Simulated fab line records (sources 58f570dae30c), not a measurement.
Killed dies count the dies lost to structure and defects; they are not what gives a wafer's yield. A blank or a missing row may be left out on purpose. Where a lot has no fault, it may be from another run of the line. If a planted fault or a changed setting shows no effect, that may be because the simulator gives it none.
What tool caused it?	flow berkeley_cmos170	7 lots, 21 wafers sampled, at 5 steps of a route of 331

WHAT THE GAUGES READ, wafer by wafer
UCB170_M1_CD_MEAS_09: target cd 700 nm.
lot	measured	on	cd_nm (nm)
L532	day 7 18:10	cd_sem-01	698.9 700.6 699.5
L534	day 8 04:06	cd_sem-01	700.3 701.0 701.2
L535	day 8 16:04	cd_sem-01	699.1 700.3 699.5
L541	day 9 19:22	cd_sem-01	699.3 697.7 698.2
L542	day 10 05:02	cd_sem-02	711.9 711.4 712.6
L548	day 10 22:28	cd_sem-01	698.2 699.8 699.4
L552	day 11 14:43	cd_sem-02	700.8 700.5 700.4

EACH LOT AND THE TOOL THAT RAN IT (in order: tool; ch and the chambers of the sampled wafers; start)
lot	UCB170_ACTIVE_ETCH_15	UCB170_ACTIVE_STRIP_16	UCB170_CONTACT_STRIP_06	UCB170_M1_SOFTBAKE_05
L532	rie_diel-01 ch 1,2,3, day 4 18:10	plasma_asher-01 ch 0,1, day 4 18:16	plasma_asher-03 ch 0,1, day 7 13:05	litho_track-04 ch 0, day 7 17:00
L534	rie_diel-01 ch 1,2, day 5 11:08	plasma_asher-01 ch 0,1, day 5 11:16	plasma_asher-02 ch 0,1, day 7 22:35	litho_track-04 ch 0, day 8 03:00
L535	rie_diel-03 ch 0,1, day 5 20:37	plasma_asher-01 ch 0,1, day 5 20:43	plasma_asher-04 ch 0,1, day 8 12:22	litho_track-01 ch 0, day 8 15:00
L541	rie_diel-01 ch 0,2, day 6 13:08	plasma_asher-02 ch 0,1, day 6 13:14	plasma_asher-02 ch 0, day 9 11:40	litho_track-02 ch 0, day 9 18:00
L542	rie_diel-01 ch 0,1,3, day 7 02:10	plasma_asher-04 ch 0,1, day 7 02:16	plasma_asher-02 ch 0,1, day 10 01:19	litho_track-01 ch 0, day 10 04:00
L548	rie_diel-03 ch 0,1, day 8 01:51	plasma_asher-01 ch 1, day 8 01:57	plasma_asher-03 ch 0,1, day 10 15:31	litho_track-04 ch 0, day 10 21:00
L552	rie_diel-02 ch 0,1,3, day 8 22:48	plasma_asher-02 ch 0,1, day 8 22:54	plasma_asher-04 ch 0,1, day 11 10:14	litho_track-02 ch 0, day 11 13:00
- UCB170_ACTIVE_ETCH_15: etches Si3N4 in CH3F/Ar/O2, stops on SiO2, target depth 242 nm, time 151 s.
- UCB170_ACTIVE_STRIP_16: strips in O2.
- UCB170_CONTACT_STRIP_06: strips in O2.
- UCB170_M1_SOFTBAKE_05: time 60 s.

THE ANSWER, worked out from the rows above alone
Rule: what is usual is taken from the lots themselves. Put in order of their means at a reading, lots are off if they are a third of the lots or fewer, leave a main group of 4 or more, and stand apart from it by a gap of 3 or more times the standard deviation of the main group's means; of several such gaps the widest counts. A main group whose means are all the same, to the digits that the tables above print for the reading, isn't used. Also off: a lot with no number at a reading for which 4 or more lots have one. Any other lot the step has rows for is counted as sound.
Off: L542, at UCB170_M1_CD_MEAS_09 (cd_nm). Main group: mean 699.7 nm, sd 0.82.
If a tool, at a process step before that reading, ran all the lots that are off and no sound lot after the first of them, it fits. The gauges at UCB170_M1_CD_MEAS_09 are tried like those tools. Can't be told from this: 4 tools fit, rie_diel-01 at UCB170_ACTIVE_ETCH_15, plasma_asher-04 at UCB170_ACTIVE_STRIP_16, plasma_asher-02 at UCB170_CONTACT_STRIP_06, litho_track-01 at UCB170_M1_SOFTBAKE_05.

WHAT HAD BEEN PUT IN BY THE SIMULATOR
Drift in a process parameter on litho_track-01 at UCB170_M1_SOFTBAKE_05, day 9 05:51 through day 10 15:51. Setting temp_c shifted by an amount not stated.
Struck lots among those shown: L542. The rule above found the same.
